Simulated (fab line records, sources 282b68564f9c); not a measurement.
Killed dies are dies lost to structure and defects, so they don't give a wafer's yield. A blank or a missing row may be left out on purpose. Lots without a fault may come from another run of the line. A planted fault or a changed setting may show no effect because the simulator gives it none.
Which tool did it? | flow rit_cmos | 15 lots, 45 wafers sampled, at 4 steps of a route of 202

WHAT THE GAUGES READ, wafer by wafer
RIT_NRETRO_OVL_MEAS_06.
lot  | measured    | on         | NRETRO_OVL (nm)
L534 | day 2 04:43 | overlay-02 | -1.0 1.4 -1.2
L536 | day 2 16:07 | overlay-02 | -1.5 2.7 0.3
L539 | day 3 06:41 | overlay-02 | 1.5 1.4 3.5
L540 | day 3 11:37 | overlay-02 | 1.5 0.6 2.1
L541 | day 3 20:23 | overlay-02 | 1.4 1.7 0.7
L542 | day 4 00:04 | overlay-01 | 0.2 0.2 -0.6
L544 | day 4 08:23 | overlay-02 | 1.6 2.4 2.6
L546 | day 4 16:50 | overlay-01 | -0.6 -3.1 -1.3
L547 | day 4 22:37 | overlay-01 | 0.9 -0.6 -1.9
L551 | day 5 17:48 | overlay-01 | -2.0 -3.2 -1.5
L552 | day 5 23:39 | overlay-01 | 2.4 0.5 0.9
L553 | day 6 04:49 | overlay-02 | -0.5 1.2 0.0
L554 | day 6 09:50 | overlay-02 | -0.6 -2.4 -0.9
L556 | day 6 18:53 | overlay-02 | 1.0 -1.3 -0.5
L557 | day 6 23:46 | overlay-02 | -0.3 1.6 0.5

RIT_GATE_THK_MEAS_07.
lot  | measured    | on            | GATE_OXIDE_THK (nm)
L534 | day 2 09:00 | film_metro-01 | 3.07 3.02 3.01
L536 | day 2 20:08 | film_metro-02 | 3.13 3.07 3.13
L539 | day 3 13:22 | film_metro-02 | 3.12 3.12 3.07
L540 | day 3 16:37 | film_metro-04 | 3.05 3.12 3.04
L541 | day 4 01:02 | film_metro-02 | 3.07 3.08 3.00
L542 | day 4 04:17 | film_metro-01 | 3.08 2.99 3.04
L544 | day 4 12:25 | film_metro-04 | 3.04 3.00 3.01
L546 | day 4 21:09 | film_metro-01 | 2.99 3.05 3.04
L547 | day 5 03:55 | film_metro-02 | 3.06 3.01 2.98
L551 | day 5 21:58 | film_metro-01 | 3.06 3.04 2.95
L552 | day 6 03:45 | film_metro-04 | 3.00 3.05 2.92
L553 | day 6 09:38 | film_metro-01 | 2.93 2.99 2.92
L554 | day 6 13:56 | film_metro-01 | 3.02 3.07 2.97
L556 | day 6 22:54 | film_metro-02 | 3.17 3.12 3.06
L557 | day 7 04:23 | film_metro-01 | 2.98 2.88 2.89

RIT_PLDD_OVL_MEAS_06.
lot  | measured    | on         | PLDD_OVL (nm)
L534 | day 2 18:31 | overlay-01 | 0.5 1.3 1.4
L536 | day 3 06:23 | overlay-01 | 0.4 -0.8 1.3
L539 | day 3 23:34 | overlay-01 | -1.8 -2.0 -2.2
L540 | day 4 02:17 | overlay-02 | -0.2 -1.3 0.2
L541 | day 4 11:07 | overlay-01 | 3.2 -0.3 1.6
L542 | day 4 12:57 | overlay-02 | 0.0 -1.3 0.0
L544 | day 4 21:12 | overlay-02 | -0.9 -0.7 0.8
L546 | day 5 06:00 | overlay-01 | -3.6 -2.4 -3.1
L547 | day 5 12:53 | overlay-02 | -0.7 -1.5 -0.8
L551 | day 6 08:04 | overlay-01 | -1.0 -0.5 -0.4
L552 | day 6 13:02 | overlay-01 | -1.1 -1.0 -1.3
L553 | day 6 18:31 | overlay-02 | -0.1 -2.1 -1.4
L554 | day 6 23:25 | overlay-01 | 0.3 -0.4 0.8
L556 | day 7 11:01 | overlay-01 | -2.9 -3.0 -3.9
L557 | day 7 15:25 | overlay-02 | -1.0 -2.3 0.3

WHICH TOOL RAN EACH LOT (tool, then ch and the chambers of the sampled wafers, then the start)
lot  | RIT_NLDD_DEVELOP_05
L534 | litho_track-01 ch 0, day 2 16:00
L536 | litho_track-02 ch 0, day 3 04:00
L539 | litho_track-01 ch 0, day 3 22:00
L540 | litho_track-03 ch 0, day 4 00:00
L541 | litho_track-02 ch 0, day 4 09:00
L542 | litho_track-03 ch 0, day 4 11:00
L544 | litho_track-02 ch 0, day 4 19:00
L546 | litho_track-01 ch 0, day 5 04:00
L547 | litho_track-02 ch 0, day 5 11:00
L551 | litho_track-03 ch 0, day 6 06:00
L552 | litho_track-01, day 6 11:00
L553 | litho_track-02, day 6 16:00
L554 | litho_track-02, day 6 21:00
L556 | litho_track-03 ch 0, day 7 09:00
L557 | litho_track-02 ch 0, day 7 13:00
- RIT_NLDD_DEVELOP_05: develop time 50 s.

WHAT THE TOOLS THEMSELVES READ (means of the sampled wafers that have a number; where no wafer has one, the mark that the record gives instead)
RIT_NLDD_DEVELOP_05.
lot  | tool           | chill_plate_temp_C (C)
L534 | litho_track-01 | 23.01
L536 | litho_track-02 | 23.02
L539 | litho_track-01 | 22.84
L540 | litho_track-03 | 23.09
L541 | litho_track-02 | 22.98
L542 | litho_track-03 | 23.04
L544 | litho_track-02 | 23.06
L546 | litho_track-01 | 23.07
L547 | litho_track-02 | 23.07
L551 | litho_track-03 | 23.00
L552 | litho_track-01 | -
L553 | litho_track-02 | -
L554 | litho_track-02 | -
L556 | litho_track-03 | 22.92
L557 | litho_track-02 | 22.88

THE ANSWER, worked out from the rows above alone
Rule: what is usual is taken from the lots themselves. Put in order of their means at a reading, lots are off if they are a third of the lots or fewer, leave a main group of 4 or more, and stand apart from it by a gap of 3 or more times the standard deviation of the main group's means; of several such gaps the widest counts. A main group whose means are all the same, to the digits that the tables above print for the reading, isn't used. A lot without any number at a reading at which 4 lots or more have one is off too. The other lots that the step has rows for count as sound. The gauges are gone through in route order, then the tools' own readings, and for those a lot's mean is taken as printed above. The first step at which some lot is off is used, and at that step the reading that is off furthest; a lot without a number counts as furthest.
Off: L552, L553, L554, at RIT_NLDD_DEVELOP_05 (chill_plate_temp_C). Without a number there: L552, L553, L554. The main group: mean 23.00 C, standard deviation 0.077.
A tool fits if, at that step or a process step before it, it ran every lot that is off, and no sound lot after the first of them. None of those tried fits.

WHAT THE SIMULATOR HAD PUT IN
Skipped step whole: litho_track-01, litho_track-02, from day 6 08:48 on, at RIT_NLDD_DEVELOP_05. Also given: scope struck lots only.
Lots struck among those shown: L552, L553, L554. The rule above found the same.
